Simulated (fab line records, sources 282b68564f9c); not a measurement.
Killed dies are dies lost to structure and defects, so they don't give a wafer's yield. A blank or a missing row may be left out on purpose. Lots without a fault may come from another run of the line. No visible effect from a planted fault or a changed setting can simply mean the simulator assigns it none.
fab line records	flow rit_cmos
record lots=6	wafers=18	last_day=7
route steps=202 shown PRETRO@69 GATE@75 FOX2@80 M1@202
lots with no fault: from the same line, run without faults
start_h: start of the lot's first displayed wafer, in hours after the record's first day	wait_h: time in hours since the lot's previous step	" the same as in the row above	L1.1+2: a single row standing in for several wafers	- value missing, or start not given	* or withheld: withheld	< > ~ a bound
route shown NAME@n: NAME is a module with steps in the file, n the number in the route of the first one	usual: mean/standard deviation taken from wafers without a fault	same: alike in all rows	chamber/n: place in a boat	sites: per-site readings	_std_site: how widely they spread, as a standard deviation	_edge_site: outer sites' mean less inner sites'	radius_mm: for every site, how far away it sits from the centre of the wafer	mask NAME#n: copy n	behind: the tool/chamber that last shaped the wafer	hold: why the lot was held/for how many hours/how that ended	device: transistor that didn't switch, given as n, p or np	end of line: the route-end tests of the same wafers	a step with no rows: only its recipe	killed: the dies lost at the first sort to structure and to defects; this is not the yield of the wafer	map: shows each die of a wafer: x if killed, . if not, _ if none is there
set.NAME: the setting the step ran with; set.NAME@STEP: the setting that earlier step ran with	model.NAME: the simulator's own value behind a step, which no gauge read
lots seen at some steps along the route; tables by step, rows by wafer
services: from which hour (start_h, from the record's first day; less than 0 if before it) a tool's chamber was out of use, for how many hours, and why
## steps
# step RIT_PRETRO_DEVELOP_05
# recipe resist=NOVOLAK	develop_time_s=68	dev_temp_c=23
# step RIT_PRETRO_OVL_MEAS_06
# usual PRETRO_OVL=1.0/1.5
lot.wafer	tool	chamber	start_h	wait_h	PRETRO_OVL[nm]
L398.2	overlay-01	-	36.21	-	0.6
L398.3	"	-	"	"	1.0
L398.6	"	-	"	"	1.2
L407.2	overlay-01	-	79.95	-	-0.1
L407.4	"	-	"	"	-0.7
L407.6	"	-	"	"	0.0
L409.3	overlay-01	-	90.84	-	0.9
L409.4	"	-	"	"	0.5
L409.6	"	-	"	"	1.5
L413.1	overlay-01	-	109.09	-	-1.0
L413.2	"	-	"	"	0.9
L413.6	"	-	"	"	0.9
L417.1	overlay-02	-	128.44	-	3.4
L417.5	"	-	"	"	1.4
L417.6	"	-	"	"	4.5
L420.1	overlay-02	-	142.89	-	1.0
L420.2	"	-	"	"	-0.5
L420.3	"	-	"	"	1.9
# step RIT_PRETRO_HARDBAKE_07
# recipe resist=NOVOLAK	temp_c=140	time_s=120
# step RIT_PRETRO_IMPLANT_08
# recipe species=B	energy_kev=45	dose_cm2=1.2e+13	tilt_deg=7
# step RIT_PRETRO_STRIP_09
# recipe chemistry=O2	time_s=180	resist=NOVOLAK	platen_temp_c=withheld	power_w=500	pressure_mtorr=4000	o2_flow_sccm=4000
# usual drypump_motor_current_A=5.62/0.28
lot.wafer	tool	chamber	start_h	wait_h	drypump_motor_current_A	rf_hours_counter_h
L398.2	plasma_asher-02	0	36.64	0.1	5.46	38
L398.3	"	1	"	"	5.50	-
L398.6	"	1	"	"	5.52	-
L407.2	plasma_asher-02	1	80.38	0.1	5.48	43
L407.4	"	0	"	"	5.46	-
L407.6	"	1	"	"	5.47	-
L409.3	plasma_asher-02	0	91.32	0.1	5.43	-
L409.4	"	1	"	"	5.51	-
L409.6	"	1	"	"	5.51	-
L413.1	plasma_asher-04	0	109.53	0.1	6.53	46
L413.2	"	1	"	"	6.11	46
L413.6	"	1	"	"	6.10	-
L417.1	plasma_asher-04	1	128.88	0.1	6.10	48
L417.5	"	1	"	"	6.11	-
L417.6	"	0	"	"	6.54	-
L420.1	plasma_asher-02	1	143.33	0.1	5.50	50
L420.2	"	0	"	"	5.46	50
L420.3	"	0	"	"	5.41	-
# step RIT_PRETRO_TW_MEAS_10
# usual PRETRO_TW=472.9/2.2
lot.wafer	tool	chamber	start_h	wait_h	PRETRO_TW
L398.2	film_metro-02	-	36.82	0.1	470.7
L398.3	"	-	"	"	472.4
L398.6	"	-	"	"	471.2
L407.2	film_metro-01	-	80.57	0.1	470.4
L407.4	"	-	"	"	468.6
L407.6	"	-	"	"	470.8
L409.3	film_metro-03	-	91.46	0.1	476.3
L409.4	"	-	"	"	474.1
L409.6	"	-	"	"	473.4
L413.1	film_metro-02	-	109.71	0.1	472.1
L413.2	"	-	"	"	473.2
L413.6	"	-	"	"	474.1
L417.1	film_metro-02	-	129.06	0.1	476.4
L417.5	"	-	"	"	473.4
L417.6	"	-	"	"	476.6
L420.1	film_metro-03	-	143.50	0.1	471.1
L420.2	"	-	"	"	472.3
L420.3	"	-	"	"	469.3
# step RIT_GATE_WET_ETCH_00
# recipe chemistry=BOE	target=SiO2	target_depth_nm=56	time_s=60	dry=n2_spin	dilution=10:1	temp_c=21.5
# step RIT_GATE_CLEAN_01
# recipe chemistry=SC1	mix=3:3:50	time_s=600	temp_c=75
# step RIT_GATE_CLEAN_02
# recipe chemistry=dHF	dilution=50:1	time_s=30
# step RIT_GATE_CLEAN_03
# recipe chemistry=SC2	mix=3:3:50	time_s=600	temp_c=75	dry=n2_spin
# step RIT_GATE_CLEAN_04
# recipe chemistry=dHF	dilution=50:1	time_s=60	dry=n2_spin
# step RIT_FOX2_THK_MEAS_91
# recipe reads=SiO2_of_FOX2_OXIDATION_00
# usual FIELD_OXIDE_LEFT_2_THK=256/8
lot.wafer	tool	chamber	start_h	wait_h	FIELD_OXIDE_LEFT_2_THK[nm]
L398.2	film_metro-04	-	37.31	0.0	268
L398.3	"	-	"	"	266
L398.6	"	-	"	"	275
L407.2	film_metro-02	-	81.04	0.0	247
L407.4	"	-	"	"	253
L407.6	"	-	"	"	253
L409.3	film_metro-01	-	91.94	0.0	262
L409.4	"	-	"	"	260
L409.6	"	-	"	"	264
L413.1	film_metro-04	-	110.18	0.0	240
L413.2	"	-	"	"	245
L413.6	"	-	"	"	252
L417.1	film_metro-01	-	129.59	0.0	258
L417.5	"	-	"	"	261
L417.6	"	-	"	"	257
L420.1	film_metro-04	-	143.98	0.0	255
L420.2	"	-	"	"	254
L420.3	"	-	"	"	259
# step RIT_GATE_OXIDATION_05
# recipe temp_c=900	ambient=O2	target_thk_a=30	ox_time_s=270
# usual spike_tc_centre_C=902.8/1.5	spike_tc_load_C=926.4/1.2	spike_tc_source_C=925/4.3	tube_center_temp_C=899.99/0.08	tube_center_temp_C_max=902.3/0.34
lot.wafer	tool	chamber	start_h	wait_h	spike_tc_centre_C	spike_tc_load_C	spike_tc_source_C	tube_center_temp_C	tube_center_temp_C_max	model.SiO2_of_GATE_OXIDATION_05.thk_nm
L398.2	furnace-01	0	38.45	1.1	900.7	930.2	928	900.12	902.2	2.976
L398.3	"	0	"	"	902.6	926.1	927	899.9	901.9	3.001
L398.6	"	0	"	"	901.7	924.2	928	899.96	902.2	2.979
L407.2	furnace-01	0	81.34	0.3	921.1	948.2	948	920	922.1	3.859
L407.4	"	0	"	"	923.1	947.1	947	920.07	922.7	3.887
L407.6	"	0	"	"	921.2	947.8	948	920.05	922.3	3.836
L409.3	furnace-01	0	93.17	1.2	921.5	947.0	948	920.03	922.5	3.774
L409.4	"	0	"	"	921.4	948.1	948	919.97	922.3	3.769
L409.6	"	0	"	"	922.9	945.6	947	919.96	922.7	3.785
L413.1	furnace-04	0	111.16	1.0	903.3	925.6	920	900.08	902.4	3.058
L413.2	"	0	"	"	902.5	926.6	917	900.09	902.3	3.038
L413.6	"	0	"	"	902.2	927.5	918	900.04	902.5	3.051
L417.1	furnace-03	0	130.05	0.5	904.6	926.7	928	899.86	902.1	3.055
L417.5	"	0	"	"	905.8	924.9	927	900.07	902.8	3.052
L417.6	"	0	"	"	904.1	925.2	929	899.97	902.0	3.102
L420.1	furnace-03	0	144.20	0.2	904.6	927.2	928	899.91	902.6	3.012
L420.2	"	0	"	"	904.4	926.3	928	900.03	902.8	3.082
L420.3	"	0	"	"	904.0	927.7	930	899.94	902.2	3.07
# step RIT_GATE_ANNEAL_06
# recipe temp_c=900	time_s=600	ambient=N2O
# step RIT_GATE_THK_MEAS_07
# recipe reads=SiO2_of_GATE_OXIDATION_05
# usual GATE_OXIDE_THK=3.02/0.059
lot.wafer	tool	chamber	start_h	wait_h	GATE_OXIDE_THK[nm]
L398.2	film_metro-04	-	39.79	0.0	3.00
L398.3	"	-	"	"	2.99
L398.6	"	-	"	"	3.00
L407.2	film_metro-01	-	82.68	0.0	3.82
L407.4	"	-	"	"	3.82
L407.6	"	-	"	"	3.88
L409.3	film_metro-04	-	95.83	0.0	3.81
L409.4	"	-	"	"	3.77
L409.6	"	-	"	"	3.78
L413.1	film_metro-01	-	112.49	0.0	3.05
L413.2	"	-	"	"	3.08
L413.6	"	-	"	"	3.02
L417.1	film_metro-01	-	133.24	0.0	3.10
L417.5	"	-	"	"	3.07
L417.6	"	-	"	"	3.08
L420.1	film_metro-04	-	145.53	0.0	3.01
L420.2	"	-	"	"	3.13
L420.3	"	-	"	"	3.05
# step RIT_GATE_CVD_08
# recipe material=poly-Si	target_thk_nm=250	temp_c=610	precursor=SiH4	time_s=2220	pressure_mtorr=300	sih4_flow_sccm=100
# step RIT_M1_PROBE_99
# usual killed_at_contacts=0.1/0.23	killed_at_front_end=6.7/2.7	killed_dies=6.7/2.7	killed_open=3.2/1.8	killed_short=3.5/1.9
# same gross_dies=264	killed_at_M0_to_M3=0	killed_at_M4_up=0	killed_at_back_side=0	killed_at_other=0
lot.wafer	tool	chamber	start_h	wait_h	killed_at_contacts	killed_at_front_end	killed_dies	killed_open	killed_short	model.etest.pmos_0p3.r_on_ohm_um	model.etest.pmos_turned.r_on_ohm_um	model.etest.pmos_0p15.r_on_ohm_um	model.etest.nmos_0p3.r_on_ohm_um	model.etest.nmos_0p15.r_on_ohm_um	model.etest.nmos_0p15.drive_ua_um	model.etest.nmos_narrow.drive_ua_um	model.etest.nmos_0p3.drive_ua_um
L398.2	prober-01	-	63.95	0.1	0	3	3	1	2	6234	3490	2807	2144	1152	454.8	228.7	228.2
L398.3	prober-01	-	64.00	0.2	0	6	6	4	2	6289	3494	2782	2165	1144	455.2	223.8	225.7
L398.6	prober-01	-	64.15	0.2	0	6	6	3	3	6245	3483	2795	2155	1147	460.1	225.1	228.4
L407.2	prober-01	-	109.17	0.1	1	9	10	7	3	8006	4095	3341	2608	1264	377.6	160.5	159.3
L407.4	prober-01	-	109.27	0.2	0	5	5	1	4	7977	4039	3257	2609	1257	380.2	158.2	158.3
L407.6	prober-01	-	109.37	0.2	0	6	6	1	5	7882	4000	3248	2593	1254	385.8	161.4	162.2
L409.3	prober-01	-	120.36	0.2	0	9	9	2	6	7548	3725	3023	2515	1187	405.8	164.4	166.4
L409.4	prober-01	-	120.41	0.2	0	5	5	3	2	7593	3788	3079	2535	1210	398.2	163.5	166.8
L409.6	prober-01	-	120.51	0.2	0	7	7	1	5	7544	3655	2989	2500	1156	407.1	163.1	164.8
L413.1	prober-01	-	137.57	0.1	0	9	9	5	4	6470	3629	2907	2160	1133	464.3	223.2	223.3
L413.2	prober-01	-	137.62	0.1	0	7	7	5	2	6394	3593	2876	2180	1139	468.3	226.1	223.2
L413.6	prober-01	-	137.82	0.2	0	8	8	6	2	6430	3579	2866	2175	1130	467.3	221.3	223.7
L417.1	prober-01	-	158.10	0.1	0	6	6	4	2	6493	3592	2831	2166	1113	474.4	217.8	222.5
L417.5	prober-01	-	158.30	0.2	0	3	3	0	3	6459	3694	2900	2173	1127	462.9	216.6	219.7
L417.6	prober-01	-	158.35	0.2	0	4	4	0	4	6578	3731	2900	2190	1137	460.8	213.6	217
L420.1	prober-02	-	171.07	0.1	0	3	3	1	2	6329	3432	2771	2194	1127	461.4	223.3	221.4
L420.2	prober-02	-	171.12	0.1	0	3	3	2	1	6473	3627	2930	2230	1138	441.2	215.6	211.3
L420.3	prober-02	-	171.17	0.2	0	5	5	2	3	6501	3572	2850	2216	1155	454.5	219.2	215.1
# killed by level:class
L398.2 GATE:geometric_particle:short=2 GATE:geometric_particle:open=1
L398.3 FOX2:geometric_particle:open=2 GATE:geometric_particle:open=1 REOX:geometric_particle:open=1 SPACER:geometric_particle:short=1 SILICIDE:geometric_particle:short=1
L398.6 GATE:geometric_particle:short=2 GATE:geometric_particle:open=1 REOX:geometric_particle:open=1 SPACER:geometric_particle:open=1 SILICIDE:geometric_particle:short=1
L407.2 GATE:geometric_particle:open=4 FOX1:geometric_particle:open=2 GATE:geometric_particle:short=2 SILICIDE:geometric_particle:short=1 CONTACT:geometric_particle:open=1
L407.4 GATE:geometric_particle:short=3 REOX:geometric_particle:open=1 SILICIDE:geometric_particle:short=1
L407.6 FOX1:geometric_particle:short=2 GATE:geometric_particle:short=2 SPACER:geometric_particle:open=1 SPACER:geometric_particle:short=1
L409.3 FOX1:geometric_particle:open=2 GATE:geometric_particle:short=2 REOX:geometric_particle:short=2 FOX1:geometric_particle:short=1 SPACER:geometric_particle:short=1 NSD:coat_microbubble_printed=1
L409.4 REOX:geometric_particle:open=2 FOX2:geometric_particle:short=1 SPACER:geometric_particle:short=1 SILICIDE:geometric_particle:open=1
L409.6 FOX1:geometric_particle:short=1 FOX1:geometric_particle:open=1 FOX2:geometric_particle:short=1 GATE:geometric_particle:short=1 SPACER:geometric_particle:short=1 SILICIDE:geometric_particle:short=1 NSD:coat_microbubble_printed=1
L413.1 GATE:geometric_particle:open=2 FOX1:geometric_particle:open=1 FOX1:geometric_particle:short=1 FOX2:geometric_particle:short=1 GATE:geometric_particle:short=1 SPACER:geometric_particle:open=1 SILICIDE:geometric_particle:open=1 SILICIDE:geometric_particle:short=1
L413.2 SPACER:geometric_particle:open=3 GATE:geometric_particle:short=1 GATE:geometric_particle:open=1 REOX:geometric_particle:open=1 SILICIDE:geometric_particle:short=1
L413.6 SPACER:geometric_particle:open=2 SILICIDE:geometric_particle:short=2 FOX1:geometric_particle:open=1 FOX2:geometric_particle:open=1 GATE:geometric_particle:open=1 REOX:geometric_particle:open=1
L417.1 GATE:geometric_particle:short=2 GATE:geometric_particle:open=2 FOX2:geometric_particle:open=1 SPACER:geometric_particle:open=1
L417.5 FOX2:geometric_particle:short=2 SILICIDE:geometric_particle:short=1
L417.6 FOX2:geometric_particle:short=2 FOX1:geometric_particle:short=1 GATE:geometric_particle:short=1
L420.1 GATE:geometric_particle:open=1 SPACER:geometric_particle:short=1 SILICIDE:geometric_particle:short=1
L420.2 FOX2:geometric_particle:short=1 GATE:geometric_particle:open=1 SPACER:geometric_particle:open=1
L420.3 SPACER:geometric_particle:short=2 SILICIDE:geometric_particle:open=2 SILICIDE:geometric_particle:short=1
## services
tool	chamber	start_h	hours	kind
furnace-04	-	14.94	3.1	pm
furnace-04	-	17.99	3.9	pm
furnace-03	-	125.49	3.2	pm
## key
first_sign step=RIT_GATE_OXIDATION_05	reading=tube_center_temp_C	direction=up	sigmas=99+	usual=*	struck=*
effect step=RIT_GATE_OXIDATION_05	reading=tube_center_temp_C_max	direction=up	sigmas=59	usual=*	struck=*
effect step=RIT_GATE_THK_MEAS_07	reading=GATE_OXIDE_THK	direction=up	sigmas=13	usual=3.02	struck=3.81
model_effect step=RIT_GATE_OXIDATION_05	value=SiO2_of_GATE_OXIDATION_05.thk_nm	without=3.018	struck=3.818
model_effect step=RIT_M1_PROBE_99	value=etest.pmos_0p3.r_on_ohm_um	without=6297	struck=7758
met_at RIT_GATE_OXIDATION_05
struck_wafers L407.2,L407.4,L407.6,L409.3,L409.4,L409.6
tester_left_out L407,L409
onset_between 38.45 81.34
fault kind=process_parameter_drift	tool=furnace-01	chamber=-	onset_h=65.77	steps=RIT_GATE_OXIDATION_05	channel=temp_c	offset=*	shape=step	end_h=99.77	acts_in=*	stated=*
# tester_left_out: of these lots the tester's yield and bins aren't shown, on N5 and GAA mostly nor the transistor test; their killed dies are dies lost to structure and defects alone, not to doping, threshold or leakage, so they don't give the yield
